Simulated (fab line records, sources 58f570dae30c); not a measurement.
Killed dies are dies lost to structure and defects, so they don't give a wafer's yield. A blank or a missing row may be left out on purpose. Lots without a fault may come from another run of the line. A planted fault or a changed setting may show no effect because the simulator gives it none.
Problem report in the 8D (eight disciplines) form, filled by code | flow berkeley_cmos170 | the parts of the form that need people (team, actions taken, sign-off) are left out

1. THE PROBLEM
spin_speed_rpm at UCB170_ZERO_COAT_01 reads a mean of 1460.6 rpm on 6 wafers of 2 lots; wafers without a fault read 1499.9 rpm with a standard deviation of 1.2. That is -33 standard deviations from the usual mean.
The step: resist thk 900 nm.
First seen on wafer L901.2, day 4 06:18, on litho_track-04. The record holds 42 wafers of 14 lots with a number at this step. Rule for "out", or "out of limits": more than 4 standard deviations from the usual mean. The other wafers with a number count as sound.

2. WHAT IT IS AND WHAT IT IS NOT
question                    | is                     | is not
which readings at this step | spin_speed_rpm         | -
which lots                  | L901, L902             | L889, L890, L892, L893, L898, L900, L903, L904, L905, L906, L910, L911
which wafers of those lots  | all that have a number | -
read on which tools         | litho_track-04         | litho_track-01, litho_track-03
when                        | from day 4 06:18       | up to then (18 sound wafers); but 18 sound wafers of L903, L904, L905, L906, L910, L911 came after

3. SUSPECTS, AND WHAT RULES EACH OUT
Counting: a tool at a process step up to the reading stays a suspect if it ran every lot that is out and no sound lot after the first of them.
- litho_track-04 at UCB170_ZERO_COAT_01 (resist thk 900 nm): kept. It ran every lot that is out, first L901 (day 4 06:18), and no sound lot after that; its last sound lot up to then is L898 (day 3 17:13). Its own readings are out on those wafers: spin_speed_rpm.
Left after counting: litho_track-04 at UCB170_ZERO_COAT_01.

4. THE CAUSE (what the simulator had put in)
Process parameter drift: litho_track-04, from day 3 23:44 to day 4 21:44, at UCB170_ZERO_COAT_01. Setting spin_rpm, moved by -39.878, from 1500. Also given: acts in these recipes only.
Counting left only this tool.

5. THE CHAIN OF EFFECTS, in route order
Each row: a reading whose mean over the struck wafers that have a number lies more than 3 standard deviations from the usual. Only readings for which the record gives a usual standard deviation are gone through. hours: the time from each lot's start at the first step in this table that gives one to its start at this step, as a median over the lots. sigmas: the change in usual standard deviations.
hours | step                | reading        | usual      | on struck wafers | change | sigmas
0     | UCB170_ZERO_COAT_01 | spin_speed_rpm | 1499.9 rpm | 1460.6           | -39.3  | -33
The process steps in it:
- UCB170_ZERO_COAT_01: resist thk 900 nm.
Later measuring or inspecting steps at which every struck wafer that the step has a row for has a number for every such reading, and none has moved that far: UCB170_PWELL_TW_MEAS_17.

6. WHAT WOULD HAVE CAUGHT IT SOONER
In this record the first reading out of limits was taken at day 4 06:18, 7 hours after the fault began at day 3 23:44.
